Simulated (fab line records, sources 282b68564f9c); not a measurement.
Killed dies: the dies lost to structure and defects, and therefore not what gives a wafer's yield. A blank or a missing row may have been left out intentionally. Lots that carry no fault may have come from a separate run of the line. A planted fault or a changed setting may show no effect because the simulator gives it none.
The tool behind it: which one?	flow rit cmos	13 lots, 39 wafers sampled, at 2 steps of a route of 202

WHAT THE GAUGES SHOWED, per wafer
RIT_ACTIVE_THK_MEAS_04. Usual: ACTIVE_NITRIDE_THK 150.9 nm, standard deviation 1.7.
lot	measured	on	ACTIVE_NITRIDE_THK (nm)	flag
L924	day 1 13:33	film metro-02	151.1 149.5 150.0	
L925	day 1 18:33	film metro-01	151.7 152.6 151.0	
L926	day 1 23:32	film metro-01	151.8 151.4 152.6	
L928	day 2 09:32	film metro-04	99.0 98.1 98.3	OFF
L931	day 3 01:05	film metro-02	151.5 151.3 150.9	
L935	day 3 20:33	film metro-04	153.2 152.1 153.6	
L940	day 4 22:15	film metro-01	154.2 153.8 154.3	
L942	day 5 08:16	film metro-01	153.8 152.7 153.0	
L943	day 5 12:34	film metro-01	150.5 151.7 151.0	
L944	day 5 17:32	film metro-02	150.0 150.7 150.2	
L945	day 5 22:32	film metro-02	152.9 152.3 151.5	
L946	day 6 03:34	film metro-02	151.7 151.2 149.8	
L947	day 6 08:32	film metro-02	149.8 149.7 150.7	

WHAT TOOL EACH LOT RAN ON (gives the tool, then ch and the chambers of the sampled wafers, and finally the start)
lot	RIT_ACTIVE_CVD_03
L924	lpcvd-01 ch 0, day 1 12:07
L925	lpcvd-02 ch 0, day 1 17:07
L926	lpcvd-01 ch 1, day 1 22:07
L928	lpcvd-01 ch 0, day 2 08:07
L931	lpcvd-02 ch 0, day 2 23:40
L935	lpcvd-02 ch 0, day 3 19:07
L940	lpcvd-02 ch 1, day 4 20:07
L942	lpcvd-02 ch 0, day 5 06:07
L943	lpcvd-01 ch 0, day 5 11:07
L944	lpcvd-01 ch 0, day 5 16:07
L945	lpcvd-01 ch 1, day 5 21:07
L946	lpcvd-02 ch 1, day 6 02:07
L947	lpcvd-01 ch 0, day 6 07:07
- RIT_ACTIVE_CVD_03: deposits Si3N4 from SiH2Cl2/NH3, target thk 150 nm, time 1500 s.

WHAT THE TOOLS THEMSELVES READ (means of the sampled wafers that have a number; where no wafer has one, the mark that the record gives instead)
The record holds no such reading with a usual standard deviation.

THE ANSWER, worked out from the rows above alone
Rule: take the mean of a lot's wafers that have a number; if it is more than 3 standard deviations from the usual mean, the lot is off. Also off: a lot with no number at a reading for which 4 or more lots have one. The other lots that the step has rows for count as sound. After the gauges, taken in route order, come the tools' own readings; for these a lot's mean is taken, as printed above. The first step at which some lot is off is used, and at that step the reading that is off furthest; a lot without a number counts as furthest.
Off: L928, at RIT_ACTIVE_THK_MEAS_04 (ACTIVE_NITRIDE_THK).
If a tool, at a process step before that reading, ran all the lots that are off and no sound lot after the first of them, it fits. Those tools and the gauges at RIT_ACTIVE_THK_MEAS_04 are tried in the same way. None of those tried fits.

WHAT THE SIMULATOR PUT IN
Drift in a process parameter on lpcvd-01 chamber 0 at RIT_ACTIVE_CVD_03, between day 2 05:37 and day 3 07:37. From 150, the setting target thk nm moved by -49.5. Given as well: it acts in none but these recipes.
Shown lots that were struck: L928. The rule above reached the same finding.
